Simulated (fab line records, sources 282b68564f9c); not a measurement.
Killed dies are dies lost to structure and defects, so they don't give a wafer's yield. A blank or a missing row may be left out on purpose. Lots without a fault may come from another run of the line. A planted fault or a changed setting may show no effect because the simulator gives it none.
A struck lot beside a sound one | flow rit_cmos | 25 steps out of a route of 202
Sound: wafers L162.2, L162.4, L162.6. Struck: wafers L166.4, L166.5, L166.6. The cause comes at the end.
At each step with rows: each side's tool, then ch and its chambers, then its first start. Under that, the readings that differ: sound wafers | struck wafers | difference of the means | sigmas: that difference in standard deviations of wafers without a fault.
alike: readings whose means differ by less than 2 such deviations, and words and numbers that are the same on both sides. not compared: withheld readings, readings that some wafer has no value for, bounds like >300 that may hide the same value, and numbers for which the record gives no deviation and whose values overlap.
The two part at a step that has a row with sigmas, a row that says differs or no value, or rows on one side only. Numbers that don't overlap but have no deviation are shown without sigmas and don't part them. A reading that every wafer of one side lacks parts them only if that side has two wafers or more.

first, 1 step without rows for these wafers: RIT_PRETRO_IMPLANT_08.
RIT_PRETRO_STRIP_09: strips in O2, time 180 s.
  sound on plasma_asher-01 ch 0,1, day 4 10:52; struck on plasma_asher-01 ch 0,1, day 5 07:03
  alike: drypump_motor_current_A
  not compared: rf_hours_counter_h
RIT_PRETRO_TW_MEAS_10:
  sound on film_metro-01, day 4 11:04; struck on film_metro-02, day 5 07:12
  reading   | sound             | struck            | difference | sigmas
  PRETRO_TW | 463.2 462.6 461.1 | 469.3 469.8 469.9 | +7.4       | +3
then, 5 steps without rows for these wafers: RIT_GATE_WET_ETCH_00 (etches SiO2 in BOE, target depth 56 nm, time 60 s); RIT_GATE_CLEAN_01 (cleans in SC1, time 600 s); RIT_GATE_CLEAN_02 (cleans in dHF, time 30 s); RIT_GATE_CLEAN_03 (cleans in SC2, time 600 s); RIT_GATE_CLEAN_04 (cleans in dHF, time 60 s).
RIT_FOX2_THK_MEAS_91:
  sound on film_metro-02, day 4 11:32; struck on film_metro-02, day 5 07:40
  alike: FIELD_OXIDE_LEFT_2_THK
then, 2 steps without rows for these wafers: RIT_GATE_OXIDATION_05 (target thk 3 nm, ox time 270 s); RIT_GATE_ANNEAL_06 (time 600 s).
RIT_GATE_THK_MEAS_07:
  sound on film_metro-02, day 4 12:55; struck on film_metro-02, day 5 09:21
  alike: GATE_OXIDE_THK
RIT_GATE_CVD_08: deposits poly-Si from SiH4, target thk 250 nm, time 2220 s.
  sound on lpcvd-01 ch 0, day 4 12:58; struck on lpcvd-01 ch 0, day 5 09:23
  reading                                  | sound             | struck            | difference | sigmas
  model.poly-Si_of_GATE_CVD_08.thk_nm (nm) | 251.6 251.3 250.9 | 385.8 386.6 382.7 | +133.8     |
  alike: pressure_mtorr, spike_tc_source_C, zone_power_centre_pct
RIT_GATE_THK_MEAS_09:
  sound on film_metro-02, day 4 14:35; struck on film_metro-04, day 5 11:02
  reading            | sound             | struck            | difference | sigmas
  GATE_POLY_THK (nm) | 251.7 251.3 250.9 | 385.6 386.5 382.7 | +133.6     | +49
then, 6 steps without rows for these wafers: RIT_GATE_HMDS_10 (prime time 60 s); RIT_GATE_COAT_11 (resist thk 850 nm); RIT_GATE_SOFTBAKE_12 (time 60 s); RIT_GATE_EXPOSE_13 (exposes mask M6, target cd 150 nm); RIT_GATE_PEB_14; RIT_GATE_DEVELOP_15 (develop time 50 s).
RIT_GATE_CD_MEAS_16: target cd 150 nm.
  sound on cd_sem-02, day 4 15:31; struck on cd_sem-02, day 5 11:58
  alike: cd_nm
RIT_GATE_OVL_MEAS_17:
  sound on overlay-02, day 4 15:37; struck on overlay-02, day 5 12:03
  alike: GATE_OVL
then, 1 step without rows for these wafers: RIT_GATE_HARDBAKE_18 (time 60 s).
RIT_GATE_ETCH_19: etches poly-Si in SF6/CHF3/O2, stops on SiO2, time 165 s, target depth 312.5 nm.
  sound on rie_si-01 ch 1,2, day 4 15:48; struck on rie_si-01 ch 1,2, day 5 12:13
  reading                          | sound             | struck            | difference | sigmas
  oes_product_au (a.u.)            | 0.848 0.850 0.835 | 0.979 0.990 1.000 | +0.145     | +10
  model.etch.depth_nm (nm)         | 251.6 251.3 250.9 | 303.9 306.5 319.1 | +58.6      |
  model.GATE.feature_depth_nm (nm) | 251.6 251.3 250.9 | 303.9 306.5 319.1 | +58.6      |
  alike: SF6_flow_sccm, drypump_motor_current_A, throttle_valve_pct
  not compared: rf_hours_counter_h
RIT_GATE_STRIP_20: strips in O2, time 180 s.
  sound on plasma_asher-04 ch 0,1, day 4 15:55; struck on plasma_asher-04 ch 0,1, day 5 12:23
  alike: drypump_motor_current_A
  not compared: rf_hours_counter_h

WHERE THEY PART
First at RIT_PRETRO_TW_MEAS_10; last, within this record, at RIT_GATE_ETCH_19. Later steps at which nothing parts them and some readings are alike: RIT_GATE_STRIP_20.

WHY: what the simulator had put in
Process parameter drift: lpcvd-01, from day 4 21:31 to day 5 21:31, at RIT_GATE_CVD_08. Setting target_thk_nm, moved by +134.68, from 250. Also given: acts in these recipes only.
